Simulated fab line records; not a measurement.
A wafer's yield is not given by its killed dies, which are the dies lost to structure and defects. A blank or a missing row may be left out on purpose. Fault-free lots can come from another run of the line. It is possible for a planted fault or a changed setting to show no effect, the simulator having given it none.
Which tool was responsible? || flow rit_cmos || 42 wafers from 14 lots sampled at 6 of the route's 202 steps

WHAT THE GAUGES READ, wafer by wafer
RIT_NLDD_OVL_MEAS_06.
{"lot": "L483", "measured": "day 2 18:25", "on": "overlay-01", "NLDD_OVL (nm)": "1.5 2.4 0.8"}
{"lot": "L484", "measured": "day 3 02:38", "on": "overlay-01", "NLDD_OVL (nm)": "-0.3 2.1 -0.1"}
{"lot": "L486", "measured": "day 3 11:39", "on": "overlay-01", "NLDD_OVL (nm)": "1.2 1.5 2.8"}
{"lot": "L487", "measured": "day 3 14:37", "on": "overlay-02", "NLDD_OVL (nm)": "-0.1 0.9 0.0"}
{"lot": "L488", "measured": "day 3 22:19", "on": "overlay-01", "NLDD_OVL (nm)": "-1.6 -0.5 -0.6"}
{"lot": "L489", "measured": "day 4 04:04", "on": "overlay-01", "NLDD_OVL (nm)": "-0.5 0.5 1.2"}
{"lot": "L491", "measured": "day 4 10:40", "on": "overlay-01", "NLDD_OVL (nm)": "2.2 0.0 0.9"}
{"lot": "L492", "measured": "day 4 15:29", "on": "overlay-02", "NLDD_OVL (nm)": "2.2 1.9 2.6"}
{"lot": "L494", "measured": "day 5 01:16", "on": "overlay-02", "NLDD_OVL (nm)": "-2.5 -1.1 -1.7"}
{"lot": "L496", "measured": "day 5 10:52", "on": "overlay-01", "NLDD_OVL (nm)": "2.1 2.1 2.8"}
{"lot": "L497", "measured": "day 5 15:43", "on": "overlay-02", "NLDD_OVL (nm)": "-2.6 -1.8 -2.9"}
{"lot": "L499", "measured": "day 6 02:32", "on": "overlay-01", "NLDD_OVL (nm)": "-2.3 -1.5 0.0"}
{"lot": "L502", "measured": "day 6 17:53", "on": "overlay-01", "NLDD_OVL (nm)": "-1.9 -2.0 -0.8"}
{"lot": "L504", "measured": "day 7 03:17", "on": "overlay-01", "NLDD_OVL (nm)": "3.3 4.9 3.9"}

RIT_PSD_OVL_MEAS_06.
{"lot": "L483", "measured": "day 3 01:23", "on": "overlay-02", "PSD_OVL (nm)": "-0.1 0.0 -1.6"}
{"lot": "L484", "measured": "day 3 10:25", "on": "overlay-02", "PSD_OVL (nm)": "-2.2 -4.0 -3.6"}
{"lot": "L486", "measured": "day 3 18:37", "on": "overlay-02", "PSD_OVL (nm)": "-1.0 0.3 -0.8"}
{"lot": "L487", "measured": "day 3 22:29", "on": "overlay-02", "PSD_OVL (nm)": "3.0 1.2 2.6"}
{"lot": "L488", "measured": "day 4 06:19", "on": "overlay-01", "PSD_OVL (nm)": "0.7 1.9 1.6"}
{"lot": "L489", "measured": "day 4 11:03", "on": "overlay-01", "PSD_OVL (nm)": "-0.5 -1.2 -1.7"}
{"lot": "L491", "measured": "day 4 18:07", "on": "overlay-02", "PSD_OVL (nm)": "0.7 -1.1 -1.0"}
{"lot": "L492", "measured": "day 4 23:05", "on": "overlay-01", "PSD_OVL (nm)": "-0.3 1.1 0.2"}
{"lot": "L494", "measured": "day 5 08:13", "on": "overlay-02", "PSD_OVL (nm)": "1.0 1.4 0.9"}
{"lot": "L496", "measured": "day 5 18:39", "on": "overlay-02", "PSD_OVL (nm)": "-1.0 -0.7 0.1"}
{"lot": "L497", "measured": "day 5 23:36", "on": "overlay-01", "PSD_OVL (nm)": "-0.3 -0.4 -0.7"}
{"lot": "L499", "measured": "day 6 10:17", "on": "overlay-01", "PSD_OVL (nm)": "0.9 1.0 1.6"}
{"lot": "L502", "measured": "day 7 01:03", "on": "overlay-01", "PSD_OVL (nm)": "0.3 0.1 1.7"}
{"lot": "L504", "measured": "day 7 10:17", "on": "overlay-01", "PSD_OVL (nm)": "3.5 3.2 0.8"}

RIT_M1_RS_MEAS_01: uses a four-point probe to measure.
{"lot": "L483", "measured": "day 3 05:56", "on": "film_metro-02", "M1_AL_RS (ohm/sq)": "0.0732 0.0732 0.0726"}
{"lot": "L484", "measured": "day 3 15:07", "on": "film_metro-02", "M1_AL_RS (ohm/sq)": "0.0730 0.0720 0.0719"}
{"lot": "L486", "measured": "day 3 23:25", "on": "film_metro-03", "M1_AL_RS (ohm/sq)": "0.0735 0.0732 0.0733"}
{"lot": "L487", "measured": "day 4 03:06", "on": "film_metro-02", "M1_AL_RS (ohm/sq)": "0.0714 0.0717 0.0721"}
{"lot": "L488", "measured": "day 4 10:55", "on": "film_metro-03", "M1_AL_RS (ohm/sq)": "0.0744 0.0739 0.0746"}
{"lot": "L489", "measured": "day 4 15:47", "on": "film_metro-03", "M1_AL_RS (ohm/sq)": "0.0733 0.0737 0.0734"}
{"lot": "L491", "measured": "day 4 22:50", "on": "film_metro-03", "M1_AL_RS (ohm/sq)": "0.0726 0.0730 0.0735"}
{"lot": "L492", "measured": "day 5 03:38", "on": "film_metro-03", "M1_AL_RS (ohm/sq)": "0.0719 0.0722 0.0718"}
{"lot": "L494", "measured": "day 5 12:53", "on": "film_metro-03", "M1_AL_RS (ohm/sq)": "0.0726 0.0729 0.0728"}
{"lot": "L496", "measured": "day 5 23:11", "on": "film_metro-03", "M1_AL_RS (ohm/sq)": "0.0734 0.0722 0.0728"}
{"lot": "L497", "measured": "day 6 04:16", "on": "film_metro-02", "M1_AL_RS (ohm/sq)": "0.0466 0.0464 0.0466"}
{"lot": "L499", "measured": "day 6 15:13", "on": "film_metro-02", "M1_AL_RS (ohm/sq)": "0.0472 0.0472 0.0470"}
{"lot": "L502", "measured": "day 7 05:35", "on": "film_metro-03", "M1_AL_RS (ohm/sq)": "0.0747 0.0750 0.0752"}
{"lot": "L504", "measured": "day 7 15:02", "on": "film_metro-02", "M1_AL_RS (ohm/sq)": "0.0730 0.0733 0.0726"}

RIT_M1_THK_MEAS_02: measures by xrf.
{"lot": "L483", "measured": "day 3 06:04", "on": "film_metro-02", "M1_AL_THK (nm)": "401 400 406"}
{"lot": "L484", "measured": "day 3 15:14", "on": "film_metro-02", "M1_AL_THK (nm)": "404 408 408"}
{"lot": "L486", "measured": "day 3 23:31", "on": "film_metro-03", "M1_AL_THK (nm)": "401 402 400"}
{"lot": "L487", "measured": "day 4 03:13", "on": "film_metro-02", "M1_AL_THK (nm)": "416 412 409"}
{"lot": "L488", "measured": "day 4 11:02", "on": "film_metro-03", "M1_AL_THK (nm)": "394 396 393"}
{"lot": "L489", "measured": "day 4 15:55", "on": "film_metro-03", "M1_AL_THK (nm)": "401 400 401"}
{"lot": "L491", "measured": "day 4 22:57", "on": "film_metro-03", "M1_AL_THK (nm)": "406 405 398"}
{"lot": "L492", "measured": "day 5 03:45", "on": "film_metro-03", "M1_AL_THK (nm)": "412 408 411"}
{"lot": "L494", "measured": "day 5 13:01", "on": "film_metro-03", "M1_AL_THK (nm)": "406 405 403"}
{"lot": "L496", "measured": "day 5 23:17", "on": "film_metro-03", "M1_AL_THK (nm)": "403 409 403"}
{"lot": "L497", "measured": "day 6 04:23", "on": "film_metro-02", "M1_AL_THK (nm)": "630 632 630"}
{"lot": "L499", "measured": "day 6 15:20", "on": "film_metro-02", "M1_AL_THK (nm)": "620 623 625"}
{"lot": "L502", "measured": "day 7 05:43", "on": "film_metro-03", "M1_AL_THK (nm)": "396 395 393"}
{"lot": "L504", "measured": "day 7 15:09", "on": "film_metro-02", "M1_AL_THK (nm)": "404 402 405"}

EACH LOT AND THE TOOL THAT RAN IT (in order: tool; ch and the chambers of the sampled wafers; start)
{"lot": "L483", "RIT_NSD_SOFTBAKE_02": "litho_track-03 ch 0, day 2 23:19", "RIT_M1_SPUTTER_00": "pvd_sputter-02, day 3 05:39"}
{"lot": "L484", "RIT_NSD_SOFTBAKE_02": "litho_track-03 ch 0, day 3 08:19", "RIT_M1_SPUTTER_00": "pvd_sputter-01, day 3 14:48"}
{"lot": "L486", "RIT_NSD_SOFTBAKE_02": "litho_track-01 ch 0, day 3 16:28", "RIT_M1_SPUTTER_00": "pvd_sputter-04, day 3 23:05"}
{"lot": "L487", "RIT_NSD_SOFTBAKE_02": "litho_track-03 ch 0, day 3 20:23", "RIT_M1_SPUTTER_00": "pvd_sputter-01, day 4 02:49"}
{"lot": "L488", "RIT_NSD_SOFTBAKE_02": "litho_track-03 ch 0, day 4 04:13", "RIT_M1_SPUTTER_00": "pvd_sputter-04, day 4 10:37"}
{"lot": "L489", "RIT_NSD_SOFTBAKE_02": "litho_track-01 ch 0, day 4 08:53", "RIT_M1_SPUTTER_00": "pvd_sputter-01, day 4 15:29"}
{"lot": "L491", "RIT_NSD_SOFTBAKE_02": "litho_track-03 ch 0, day 4 15:46", "RIT_M1_SPUTTER_00": "pvd_sputter-01, day 4 22:32"}
{"lot": "L492", "RIT_NSD_SOFTBAKE_02": "litho_track-01 ch 0, day 4 20:53", "RIT_M1_SPUTTER_00": "pvd_sputter-04, day 5 03:19"}
{"lot": "L494", "RIT_NSD_SOFTBAKE_02": "litho_track-03 ch 0, day 5 06:07", "RIT_M1_SPUTTER_00": "pvd_sputter-04, day 5 12:36"}
{"lot": "L496", "RIT_NSD_SOFTBAKE_02": "litho_track-01 ch 0, day 5 16:42", "RIT_M1_SPUTTER_00": "pvd_sputter-04, day 5 22:52"}
{"lot": "L497", "RIT_NSD_SOFTBAKE_02": "litho_track-04 ch 0, day 5 21:38", "RIT_M1_SPUTTER_00": "pvd_sputter-01, day 6 03:58"}
{"lot": "L499", "RIT_NSD_SOFTBAKE_02": "litho_track-03 ch 0, day 6 07:57", "RIT_M1_SPUTTER_00": "pvd_sputter-01, day 6 14:55"}
{"lot": "L502", "RIT_NSD_SOFTBAKE_02": "litho_track-04 ch 0, day 6 22:58", "RIT_M1_SPUTTER_00": "pvd_sputter-04, day 7 05:18"}
{"lot": "L504", "RIT_NSD_SOFTBAKE_02": "litho_track-03 ch 0, day 7 08:04", "RIT_M1_SPUTTER_00": "pvd_sputter-04, day 7 14:44"}
- RIT_NSD_SOFTBAKE_02: time 60.96 s.
- RIT_M1_SPUTTER_00: material Al, target thk 400 nm, time 500 s.

WHAT THE TOOLS THEMSELVES READ (means of the sampled wafers that have a number; where no wafer has one, the mark that the record gives instead)
RIT_NSD_SOFTBAKE_02.
{"lot": "L483", "tool": "litho_track-03", "plate_sensor_t_centre_C (C)": 90.971, "plate_sensor_t_edge_C (C)": 91.032}
{"lot": "L484", "tool": "litho_track-03", "plate_sensor_t_centre_C (C)": 90.978, "plate_sensor_t_edge_C (C)": 91.022}
{"lot": "L486", "tool": "litho_track-01", "plate_sensor_t_centre_C (C)": 90.973, "plate_sensor_t_edge_C (C)": 91.026}
{"lot": "L487", "tool": "litho_track-03", "plate_sensor_t_centre_C (C)": 90.976, "plate_sensor_t_edge_C (C)": 91.011}
{"lot": "L488", "tool": "litho_track-03", "plate_sensor_t_centre_C (C)": 90.978, "plate_sensor_t_edge_C (C)": 91.013}
{"lot": "L489", "tool": "litho_track-01", "plate_sensor_t_centre_C (C)": 90.967, "plate_sensor_t_edge_C (C)": 91.033}
{"lot": "L491", "tool": "litho_track-03", "plate_sensor_t_centre_C (C)": 90.968, "plate_sensor_t_edge_C (C)": 91.016}
{"lot": "L492", "tool": "litho_track-01", "plate_sensor_t_centre_C (C)": 90.965, "plate_sensor_t_edge_C (C)": 91.024}
{"lot": "L494", "tool": "litho_track-03", "plate_sensor_t_centre_C (C)": 90.966, "plate_sensor_t_edge_C (C)": 91.019}
{"lot": "L496", "tool": "litho_track-01", "plate_sensor_t_centre_C (C)": 90.978, "plate_sensor_t_edge_C (C)": 91.029}
{"lot": "L497", "tool": "litho_track-04", "plate_sensor_t_centre_C (C)": 90.969, "plate_sensor_t_edge_C (C)": 91.023}
{"lot": "L499", "tool": "litho_track-03", "plate_sensor_t_centre_C (C)": 90.972, "plate_sensor_t_edge_C (C)": 91.021}
{"lot": "L502", "tool": "litho_track-04", "plate_sensor_t_centre_C (C)": 90.983, "plate_sensor_t_edge_C (C)": 91.031}
{"lot": "L504", "tool": "litho_track-03", "plate_sensor_t_centre_C (C)": 90.976, "plate_sensor_t_edge_C (C)": 91.030}

RIT_M1_SPUTTER_00.
{"lot": "L483", "tool": "pvd_sputter-02", "throttle_valve_pct (%)": 30.2}
{"lot": "L484", "tool": "pvd_sputter-01", "throttle_valve_pct (%)": 29.7}
{"lot": "L486", "tool": "pvd_sputter-04", "throttle_valve_pct (%)": 30.4}
{"lot": "L487", "tool": "pvd_sputter-01", "throttle_valve_pct (%)": 29.5}
{"lot": "L488", "tool": "pvd_sputter-04", "throttle_valve_pct (%)": 30.5}
{"lot": "L489", "tool": "pvd_sputter-01", "throttle_valve_pct (%)": 29.4}
{"lot": "L491", "tool": "pvd_sputter-01", "throttle_valve_pct (%)": 30.5}
{"lot": "L492", "tool": "pvd_sputter-04", "throttle_valve_pct (%)": 30.3}
{"lot": "L494", "tool": "pvd_sputter-04", "throttle_valve_pct (%)": 30.3}
{"lot": "L496", "tool": "pvd_sputter-04", "throttle_valve_pct (%)": 30.4}
{"lot": "L497", "tool": "pvd_sputter-01", "throttle_valve_pct (%)": 30.1}
{"lot": "L499", "tool": "pvd_sputter-01", "throttle_valve_pct (%)": 28.6}
{"lot": "L502", "tool": "pvd_sputter-04", "throttle_valve_pct (%)": 30.5}
{"lot": "L504", "tool": "pvd_sputter-04", "throttle_valve_pct (%)": 30.1}

THE ANSWER, worked out from the rows above alone
Rule: what is usual is taken from the lots themselves. Put in order of their means at a reading, lots are off if they are a third of the lots or fewer, leave a main group of 4 or more, and stand apart from it by a gap of 3 or more times the standard deviation of the main group's means; of several such gaps the widest counts. If all means in a main group match to the digits the tables above print for the reading, that group is not used. Also off: a lot with no number at a reading for which 4 or more lots have one. The other lots that the step has rows for count as sound. First the gauges in route order, then the tools' own readings, where a lot's mean is used as printed above. The first step at which some lot is off is used, and at that step the reading that is off furthest; a lot without a number counts as furthest.
Off: at RIT_M1_RS_MEAS_01 (M1_AL_RS), L497, L499. The main group: mean 0.0731 ohm/sq, standard deviation 0.00087.
A tool fits if, at a process step before that reading, it ran every lot that is off, and no sound lot after the first of them. Those tools and the gauges at RIT_M1_RS_MEAS_01 are tried in the same way. One fits: pvd_sputter-01 at RIT_M1_SPUTTER_00. A fault onset in the window from L491 (day 4 22:32, its last sound lot) to L497 (day 6 03:58, its first lot off) fits.

WHAT HAD BEEN PUT IN BY THE SIMULATOR
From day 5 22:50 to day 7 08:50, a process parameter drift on pvd_sputter-01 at RIT_M1_SPUTTER_00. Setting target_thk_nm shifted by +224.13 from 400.
Lots struck among those shown: L497, L499. The rule given above showed the same thing.
